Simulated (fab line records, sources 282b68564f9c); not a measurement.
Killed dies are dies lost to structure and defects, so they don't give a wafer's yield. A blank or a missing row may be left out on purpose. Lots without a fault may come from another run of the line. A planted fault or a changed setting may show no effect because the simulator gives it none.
A sampling plan put to the test | flow rit_cmos | one fab line, 21 faults that these records tell of, each judged on the records of the lots that it struck; 1 more is left out, because the records don't allow judging it
The plan is the line's own looks: the steps of the route at which a gauge or an inspection reads the wafer and doesn't change it. A look can be judged if struck wafers have a number there and the file gives its usual mean and standard deviation on fault-free wafers. Caught: at a look after the fault's first step, the mean of the struck wafers lies 4 or more of those standard deviations (sigma) from the usual mean. On the tool: the same test on the tool's own readings at the fault's steps. Another recipe on the struck wafers, or a record that is blank for them alone, also counts as caught.

THE FAULTS, as the simulator had put them in
1. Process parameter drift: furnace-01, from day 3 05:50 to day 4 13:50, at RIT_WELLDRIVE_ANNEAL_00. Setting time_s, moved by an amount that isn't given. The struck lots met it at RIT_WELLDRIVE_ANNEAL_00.
2. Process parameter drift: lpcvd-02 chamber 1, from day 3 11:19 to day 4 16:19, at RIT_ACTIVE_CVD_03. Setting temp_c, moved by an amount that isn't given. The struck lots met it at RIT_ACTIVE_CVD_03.
3. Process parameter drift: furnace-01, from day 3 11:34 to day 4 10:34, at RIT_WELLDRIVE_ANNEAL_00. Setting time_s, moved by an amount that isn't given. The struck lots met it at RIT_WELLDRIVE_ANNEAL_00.
4. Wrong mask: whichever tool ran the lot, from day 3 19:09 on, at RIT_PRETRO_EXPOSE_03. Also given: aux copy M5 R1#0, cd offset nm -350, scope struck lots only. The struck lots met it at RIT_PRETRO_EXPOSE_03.
5. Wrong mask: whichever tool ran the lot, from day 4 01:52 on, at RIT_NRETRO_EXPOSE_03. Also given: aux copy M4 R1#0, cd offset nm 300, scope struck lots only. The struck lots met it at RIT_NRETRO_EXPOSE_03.
6. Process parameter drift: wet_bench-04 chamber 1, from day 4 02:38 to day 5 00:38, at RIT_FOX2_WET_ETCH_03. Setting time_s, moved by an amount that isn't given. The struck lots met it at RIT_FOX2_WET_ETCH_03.
7. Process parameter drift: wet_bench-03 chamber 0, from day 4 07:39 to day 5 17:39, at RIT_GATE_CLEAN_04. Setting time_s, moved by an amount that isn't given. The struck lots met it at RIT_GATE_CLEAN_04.
8. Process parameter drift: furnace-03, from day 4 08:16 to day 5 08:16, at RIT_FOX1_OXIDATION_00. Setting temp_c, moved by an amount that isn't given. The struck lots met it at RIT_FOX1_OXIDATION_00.
9. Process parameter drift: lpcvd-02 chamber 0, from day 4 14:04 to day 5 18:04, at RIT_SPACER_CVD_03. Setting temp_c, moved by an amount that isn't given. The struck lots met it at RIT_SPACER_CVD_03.
10. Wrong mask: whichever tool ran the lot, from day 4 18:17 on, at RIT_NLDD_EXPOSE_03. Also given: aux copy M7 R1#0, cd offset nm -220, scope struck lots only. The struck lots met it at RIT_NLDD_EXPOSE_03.
11. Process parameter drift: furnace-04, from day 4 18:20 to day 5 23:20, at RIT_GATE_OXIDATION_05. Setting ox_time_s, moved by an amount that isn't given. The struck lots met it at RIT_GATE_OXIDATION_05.
12. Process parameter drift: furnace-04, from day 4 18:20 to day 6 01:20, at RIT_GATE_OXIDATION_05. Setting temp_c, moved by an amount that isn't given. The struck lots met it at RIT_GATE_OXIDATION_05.
13. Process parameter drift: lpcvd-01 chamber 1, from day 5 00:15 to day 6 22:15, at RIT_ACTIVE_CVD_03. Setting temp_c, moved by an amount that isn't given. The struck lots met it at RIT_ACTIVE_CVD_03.
14. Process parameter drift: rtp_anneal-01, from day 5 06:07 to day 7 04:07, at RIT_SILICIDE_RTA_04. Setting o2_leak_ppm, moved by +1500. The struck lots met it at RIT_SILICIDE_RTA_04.
15. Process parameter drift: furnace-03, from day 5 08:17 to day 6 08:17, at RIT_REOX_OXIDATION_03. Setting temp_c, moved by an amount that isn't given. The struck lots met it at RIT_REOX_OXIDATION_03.
16. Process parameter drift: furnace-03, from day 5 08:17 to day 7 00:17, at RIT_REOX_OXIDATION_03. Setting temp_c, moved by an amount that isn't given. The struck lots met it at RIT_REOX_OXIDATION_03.
17. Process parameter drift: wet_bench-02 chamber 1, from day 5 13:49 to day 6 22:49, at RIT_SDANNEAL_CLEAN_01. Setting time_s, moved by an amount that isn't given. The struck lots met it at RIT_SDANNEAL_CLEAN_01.
18. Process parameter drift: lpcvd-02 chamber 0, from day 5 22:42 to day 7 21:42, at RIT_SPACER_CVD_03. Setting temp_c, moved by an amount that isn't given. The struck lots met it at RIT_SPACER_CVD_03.
19. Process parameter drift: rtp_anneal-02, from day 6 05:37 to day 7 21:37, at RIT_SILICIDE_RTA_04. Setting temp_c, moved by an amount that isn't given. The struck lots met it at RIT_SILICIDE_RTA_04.
20. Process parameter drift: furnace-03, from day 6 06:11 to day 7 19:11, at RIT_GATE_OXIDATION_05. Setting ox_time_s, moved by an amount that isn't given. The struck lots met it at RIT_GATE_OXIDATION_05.
21. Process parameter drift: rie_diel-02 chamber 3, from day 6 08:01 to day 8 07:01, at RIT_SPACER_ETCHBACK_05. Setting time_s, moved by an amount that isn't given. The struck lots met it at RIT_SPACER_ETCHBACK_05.

WHAT THE PLAN SAW
fault | on the tool itself                     | first look that catches it                   | reading, sigma                                          | median hours from its first step to that look | hours from the fault's start to the first struck lot there | judged looks passed uncaught
1     | run_length_s -99 or beyond sigma       | RIT_WELLDRIVE_RS_MEAS_01                     | NWELL_RS +38                                            | 5.1                                           | 3                                                          | 0
2     | spike_tc_centre_C +10 sigma            | RIT_ACTIVE_THK_MEAS_04                       | ACTIVE_NITRIDE_THK +24                                  | 1.4                                           | 6                                                          | 0
3     | run_length_s -99 or beyond sigma       | RIT_WELLDRIVE_RS_MEAS_01                     | NWELL_RS +16                                            | 5.1                                           | 2                                                          | 0
4     | no reading that can be judged          | no look after it can be judged               | -                                                       | -                                             | -                                                          | 0
5     | no reading that can be judged          | no look after it can be judged               | -                                                       | -                                             | -                                                          | 0
6     | run_length_s +99 or beyond sigma       | no look after it can be judged               | -                                                       | -                                             | -                                                          | 0
7     | run_length_s +38 sigma                 | no look after it can be judged               | -                                                       | -                                             | -                                                          | 0
8     | tube_center_temp_C +99 or beyond sigma | RIT_FOX1_THK_MEAS_01                         | FOX1_OXIDE_THK +8.2                                     | 1.3                                           | 0                                                          | 0
9     | spike_tc_centre_C +14 sigma            | RIT_SPACER_THK_MEAS_04                       | SPACER_NITRIDE_THK +38                                  | 2.4                                           | 7                                                          | 0
10    | no reading that can be judged          | no look after it can be judged               | -                                                       | -                                             | -                                                          | 0
11    | under 2 sigma                          | RIT_GATE_THK_MEAS_07                         | GATE_OXIDE_THK -14                                      | 2.3                                           | 8                                                          | 0
12    | tube_center_temp_C -60 sigma           | not the one look that can be judged after it | strongest: GATE_OXIDE_THK at RIT_GATE_THK_MEAS_07, -2.8 | -                                             | -                                                          | 1
13    | susceptor_temp_C +99 or beyond sigma   | RIT_ACTIVE_THK_MEAS_04                       | ACTIVE_NITRIDE_THK +63                                  | 1.4                                           | 3                                                          | 0
14    | chamber_o2_ppm +99 or beyond sigma     | no look after it can be judged               | -                                                       | -                                             | -                                                          | 0
15    | spike_tc_load_C +7.1 sigma             | RIT_REOX_THK_MEAS_04                         | REOX_OXIDE_THK +4.8                                     | 2.6                                           | 6                                                          | 0
16    | spike_tc_load_C +7.1 sigma             | RIT_REOX_THK_MEAS_04                         | REOX_OXIDE_THK +4.8                                     | 2.6                                           | 6                                                          | 0
17    | run_length_s +44 sigma                 | not the one look that can be judged after it | -                                                       | -                                             | -                                                          | 1
18    | susceptor_temp_C -67 sigma             | RIT_SPACER_THK_MEAS_04                       | SPACER_NITRIDE_THK -33                                  | 1.9                                           | 7                                                          | 0
19    | wafer_temp_C_max -25 sigma             | no look after it can be judged               | -                                                       | -                                             | -                                                          | 0
20    | under 2 sigma                          | RIT_GATE_THK_MEAS_07                         | GATE_OXIDE_THK -4.5                                     | 3.6                                           | 7                                                          | 0
21    | run_length_s +97 sigma                 | no look after it can be judged               | -                                                       | -                                             | -                                                          | 0
A dash: the fault isn't caught, or these records don't give the number.

Caught at a look: 11 of 21. Caught on the tool: 16 of 21. By one or the other: 18 of 21.
Caught on the tool alone: faults 6, 7, 12, 14, 17, 19, 21.
Caught at a look alone: faults 11, 20.
Caught by neither: faults 4, 5, 10.

THINNER SAMPLING
If the look that catches a fault measured only every second or every third lot, by lot number, the first struck lot would be measured this late in the worst case:
fault | struck lots at that look, in order of time | every lot | every second lot | every third lot
1     | L331, L332, L333                           | 3 h       | 8 h              | 14 h
2     | L341                                       | 6 h       | may miss it      | may miss it
3     | L599, L600                                 | 2 h       | 8 h              | may miss all 2
8     | L877, L878, L879                           | 0 h       | 3 h              | 8 h
9     | L526, L528                                 | 7 h       | may miss all 2   | may miss all 2
11    | L783, L784                                 | 8 h       | 12 h             | may miss all 2
13    | L576                                       | 3 h       | may miss it      | may miss it
15    | L294, L296                                 | 6 h       | may miss all 2   | may miss all 2
16    | L535, L537, L540                           | 6 h       | 28 h             | may miss all 3
18    | L836, L840                                 | 7 h       | may miss all 2   | may miss all 2
20    | L766, L769                                 | 7 h       | 26 h             | may miss all 2
Hours are from the fault's start to the first struck lot that is measured. The limit of 4 sigma was tested on all struck wafers together, so one lot alone may lie under it. Other struck lots may not be in these records.

THE LONGEST TIMED WAY FROM STEP TO LOOK
Fault 3: a median of 5.1 hours passes between RIT_WELLDRIVE_ANNEAL_00 and RIT_WELLDRIVE_RS_MEAS_01. No look between them can be judged.
